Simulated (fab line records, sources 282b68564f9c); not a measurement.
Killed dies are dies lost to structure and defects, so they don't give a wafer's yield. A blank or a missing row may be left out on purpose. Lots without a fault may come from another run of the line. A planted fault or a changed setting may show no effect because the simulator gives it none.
A struck lot beside a sound one | flow rit_cmos | 28 steps out of a route of 202
Sound: wafers L745.2, L745.4, L745.6. Struck: wafers L750.1, L750.3, L750.4. The cause comes at the end.
At each step with rows: each side's tool, then ch and its chambers, then its first start. Under that, the readings that differ: sound wafers | struck wafers | difference of the means | sigmas: that difference in standard deviations of wafers without a fault.
alike: readings whose means differ by less than 2 such deviations, and words and numbers that are the same on both sides. not compared: withheld readings, readings that some wafer has no value for, bounds like >300 that may hide the same value, and numbers for which the record gives no deviation and whose values overlap.
The two part at a step that has a row with sigmas, a row that says differs or no value, or rows on one side only. Numbers that don't overlap but have no deviation are shown without sigmas and don't part them. A reading that every wafer of one side lacks parts them only if that side has two wafers or more.

RIT_ACTIVE_BOW_MEAS_00:
  sound on film_metro-01, day 2 11:01; struck on film_metro-03, day 3 12:00
  alike: INCOMING_BOW
RIT_ACTIVE_OXIDATION_01: target thk 46.8 nm, ox time 3360 s.
  sound on furnace-04 ch 0, day 2 12:07; struck on furnace-04 ch 0, day 3 15:18
  reading                                       | sound             | struck            | difference | sigmas
  model.SiO2_of_ACTIVE_OXIDATION_01.thk_nm (nm) | 43.67 44.03 43.81 | 67.46 66.44 67.47 | +23.29     |
  alike: tube_center_temp_C
RIT_ACTIVE_THK_MEAS_02:
  sound on film_metro-01, day 2 14:03; struck on film_metro-01, day 3 17:14
  reading               | sound          | struck         | difference | sigmas
  ACTIVE_OXIDE_THK (nm) | 43.7 44.1 43.9 | 67.4 66.4 67.5 | +23.2      | +30
then, 1 step without rows for these wafers: RIT_ACTIVE_CVD_03 (deposits Si3N4 from SiH2Cl2/NH3, target thk 150 nm, time 1500 s).
RIT_ACTIVE_THK_MEAS_04:
  sound on film_metro-02, day 2 15:32; struck on film_metro-02, day 3 19:25
  alike: ACTIVE_NITRIDE_THK
then, 6 steps without rows for these wafers: RIT_ACTIVE_HMDS_05 (prime time 60 s); RIT_ACTIVE_COAT_06 (resist thk 1000 nm); RIT_ACTIVE_SOFTBAKE_07 (time 60 s); RIT_ACTIVE_EXPOSE_08 (exposes mask M1, target cd 1400 nm); RIT_ACTIVE_PEB_09; RIT_ACTIVE_DEVELOP_10 (develop time 50 s).
RIT_ACTIVE_CD_MEAS_11: target cd 1400 nm.
  sound on cd_sem-02, day 2 16:27; struck on cd_sem-02, day 3 20:28
  alike: cd_nm
then, 1 step without rows for these wafers: RIT_ACTIVE_HARDBAKE_12 (time 60 s).
RIT_ACTIVE_ETCH_13: etches Si3N4 in SF6, stops on SiO2, time 210 s, target depth 210 nm.
  sound on rie_diel-04 ch 1,2,3, day 2 16:42; struck on rie_diel-04 ch 0,1,3, day 3 20:44
  alike: drypump_motor_current_A, oes_product_au, throttle_valve_pct
  not compared: rf_hours_counter_h
RIT_ACTIVE_STRIP_14: strips in O2, time 180 s.
  sound on plasma_asher-02 ch 0,1, day 2 16:50; struck on plasma_asher-01 ch 0,1, day 3 20:52
  alike: drypump_motor_current_A
  not compared: rf_hours_counter_h
RIT_ACTIVE_CD_MEAS_90: target cd 1400 nm.
  sound on cd_sem-01, day 2 17:01; struck on cd_sem-02, day 3 21:02
  alike: cd_nm
then, 4 steps without rows for these wafers: RIT_ACTIVE_CLEAN_15 (cleans in SC1, time 600 s); RIT_ACTIVE_CLEAN_16 (cleans in dHF, time 30 s); RIT_ACTIVE_CLEAN_17 (cleans in SC2, time 600 s); RIT_FOX1_OXIDATION_00 (target thk 350.7 nm, ox time 1130 s).
RIT_FOX1_THK_MEAS_01:
  sound on film_metro-04, day 2 21:04; struck on film_metro-02, day 3 22:51
  alike: FOX1_OXIDE_THK
then, 2 steps without rows for these wafers: RIT_FOX1_WET_ETCH_02 (etches SiO2 in BOE, target depth 350 nm, time 390 s); RIT_FOX2_OXIDATION_00 (target thk 350.7 nm, ox time 1130 s).
RIT_FOX2_THK_MEAS_01:
  sound on film_metro-03, day 2 22:36; struck on film_metro-04, day 4 02:16
  alike: FOX2_OXIDE_THK
then, 1 step without rows for these wafers: RIT_FOX2_CLEAN_02 (cleans in dHF, time 180 s).
RIT_FOX2_WET_ETCH_03: etches Si3N4 in H3PO4, target depth 195 nm, time 2700 s.
  sound on wet_bench-02 ch 2, day 2 22:43; struck on wet_bench-01 ch 3, day 4 02:23
  reading                                       | sound             | struck            | difference | sigmas
  model.SiO2_of_ACTIVE_OXIDATION_01.thk_nm (nm) | 38.25 39.17 38.33 | 60.07 58.56 60.08 | +20.99     |
  alike: bath_guard_temp_C
RIT_FOX2_THK_MEAS_90:
  sound on film_metro-04, day 2 23:28; struck on film_metro-04, day 4 03:08
  alike: FIELD_OXIDE_LEFT_1_THK
RIT_M1_PROBE_99:
  sound on prober-02, day 4 21:40; struck on prober-01, day 5 22:14
  alike: killed_at_front_end, killed_dies, killed_on_rim, killed_open, killed_short

WHERE THEY PART
Only at RIT_ACTIVE_THK_MEAS_02, within this record. Later steps at which nothing parts them and some readings are alike: RIT_ACTIVE_THK_MEAS_04, RIT_ACTIVE_CD_MEAS_11, RIT_ACTIVE_ETCH_13, RIT_ACTIVE_STRIP_14, RIT_ACTIVE_CD_MEAS_90, RIT_FOX1_THK_MEAS_01, RIT_FOX2_THK_MEAS_01, RIT_FOX2_WET_ETCH_03, RIT_FOX2_THK_MEAS_90, RIT_M1_PROBE_99.

WHY: what the simulator had put in
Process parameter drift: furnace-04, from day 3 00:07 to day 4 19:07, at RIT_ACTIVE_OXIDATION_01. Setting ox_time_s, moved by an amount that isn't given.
